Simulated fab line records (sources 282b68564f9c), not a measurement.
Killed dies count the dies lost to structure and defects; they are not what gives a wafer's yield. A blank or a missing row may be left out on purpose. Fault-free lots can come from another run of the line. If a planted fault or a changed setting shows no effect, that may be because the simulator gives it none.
Comparing a struck lot with a sound one    flow rit-cmos    19 out of 202 route steps
Sound: wafers L428.1, L428.4, L428.5. Struck: wafers L437.2, L437.4 (left out: L437.3, a lot-mate that was not struck); the cause follows at the end.
For every step that has rows: the tool of each side, followed by ch and its chambers, followed by its first start. Under that, the readings that differ: sound wafers    struck wafers    difference of the means    sigmas: that difference in standard deviations of wafers without a fault.
alike: a reading whose means differ by less than 2 such deviations, as well as words and numbers matching on both sides. not compared: withheld readings; readings where some wafer has no value; bounds like >300 that might hide an equal value; numbers whose values overlap and for which the record gives no deviation.
The two part at a step that has a row with sigmas, a row that says differs or no value, or rows on one side only. Numbers that don't overlap but have no deviation are shown without sigmas and don't part them. Lack of a reading on every wafer of one side parts them only where that side has two or more wafers.

RIT_M1_SPUTTER_00: material Al, target thk 400 nm, time 500 s.
  sound on pvd-sputter-03 at day 4 18:31; struck on pvd-sputter-04 at day 6 10:26
  alike: throttle-valve-pct
RIT_M1_RS_MEAS_01: measurement is done with a four-point probe.
  sound on film-metro-03 at day 4 18:49; struck on film-metro-02 at day 6 10:45
  alike: M1_AL_RS
RIT_M1_THK_MEAS_02: measures by xrf.
  sound on film-metro-03 at day 4 18:56; struck on film-metro-02 at day 6 10:52
  alike: M1_AL_THK
then, 6 steps without rows for these wafers: RIT_M1_HMDS_03 (prime time 60 s); RIT_M1_COAT_04 (resist thk 1300 nm); RIT_M1_SOFTBAKE_05 (time 60 s); RIT_M1_EXPOSE_06 (exposes mask M12, target cd 2600 nm); RIT_M1_PEB_07; RIT_M1_DEVELOP_08 (develop time 68 s).
RIT_M1_CD_MEAS_09 targets a cd of 2600 nm.
  sound on cd-sem-02 at day 4 19:53; struck on cd-sem-01 at day 6 11:49
reading     sound                 struck         difference  sigmas
cd-nm (nm)  2598.6 2599.1 2598.8  2603.8 2605.6  +5.9        +2
RIT_M1_OVL_MEAS_10:
  sound on overlay-01 at day 4 20:00; struck on overlay-02 at day 6 11:55
  alike: M1_OVL
then, 1 step without rows for these wafers: RIT_M1_HARDBAKE_11 (time 120 s).
RIT_M1_METAL_ETCH_12: etches Al in Cl2/BCl3, stops on SiO2, time 165 s, target depth 600 nm.
  sound on rie-metal-04 ch 1, day 4 20:17; struck on rie-metal-04 ch 0, day 6 12:12
reading                       sound           struck     difference  sigmas
he-backside-leak-sccm (sccm)  3.50 3.12 3.36  3.77 3.70  +0.41       +2
  alike: drypump-motor-current-A, oes-product-au, throttle-valve-pct
  not compared: rf-hours-counter-h
then, 1 step without rows for these wafers: RIT_M1_STRIP_13 (strips in nmp, time 600 s).
RIT_M1_STRIP_14: strips in O2, time 180 s.
  sound on plasma-asher-03 ch 0,1, day 4 20:37; struck on plasma-asher-02 ch 1, day 6 12:32
  alike: drypump-motor-current-A
  not compared: rf-hours-counter-h
RIT_M1_CD_MEAS_90 targets a cd of 2600 nm.
  sound on cd-sem-02 at day 4 20:48; struck on cd-sem-01 at day 6 12:44
  alike: cd-nm
then, 1 step without rows for these wafers: RIT_M1_ANNEAL_15 (time 1800 s).
RIT_M1_BOW_MEAS_16:
  sound on film-metro-03 at day 4 22:25; struck on film-metro-04 at day 6 15:22
  alike: M1_BOW
RIT_M1_PROBE_99:
  sound on prober-01 at day 4 22:32; struck on prober-02 at day 6 15:31
reading                                sound                 struck       difference  sigmas
defect-limited-yield (%)               98.1 97.0 98.9        93.9 94.3    -3.9        -4
killed_at_M0_to_M3                     0 0 0                 4 5          +4          
killed-dies                            5 8 3                 16 15        +10         +4
model.etest.npoly-line.line-ohm-um     165.9 164.1 166.5     162.4 161.4  -3.6        
model.etest.ppoly-line.line-ohm-um     160.9 158.9 162.2     156.8 153.1  -5.7        
model.etest.npoly-line.width-nm (nm)   99.77 100.5 99.97     102.9 102    +2.4        
model.etest.ppoly-line.width-nm (nm)   100.9 101.8 100.7     102.7 104.1  +2.3        
model.etest.tester.sort_bin_5_pct (%)  0.3788 0.7576 0.7576  4.167 3.409  +3.157      
  alike: killed-at-contacts, killed-at-front-end, killed-open, killed-short
  not compared: model.etest.pmos_0p15.drive-ua-um, model.etest.ring.delay-ps, model.etest.retro-edge-nmos.off-log10-a-um

WHERE THEY PART
First at RIT_M1_CD_MEAS_09; last, within this record, at RIT_M1_PROBE_99.

WHY: what had been put in by the simulator
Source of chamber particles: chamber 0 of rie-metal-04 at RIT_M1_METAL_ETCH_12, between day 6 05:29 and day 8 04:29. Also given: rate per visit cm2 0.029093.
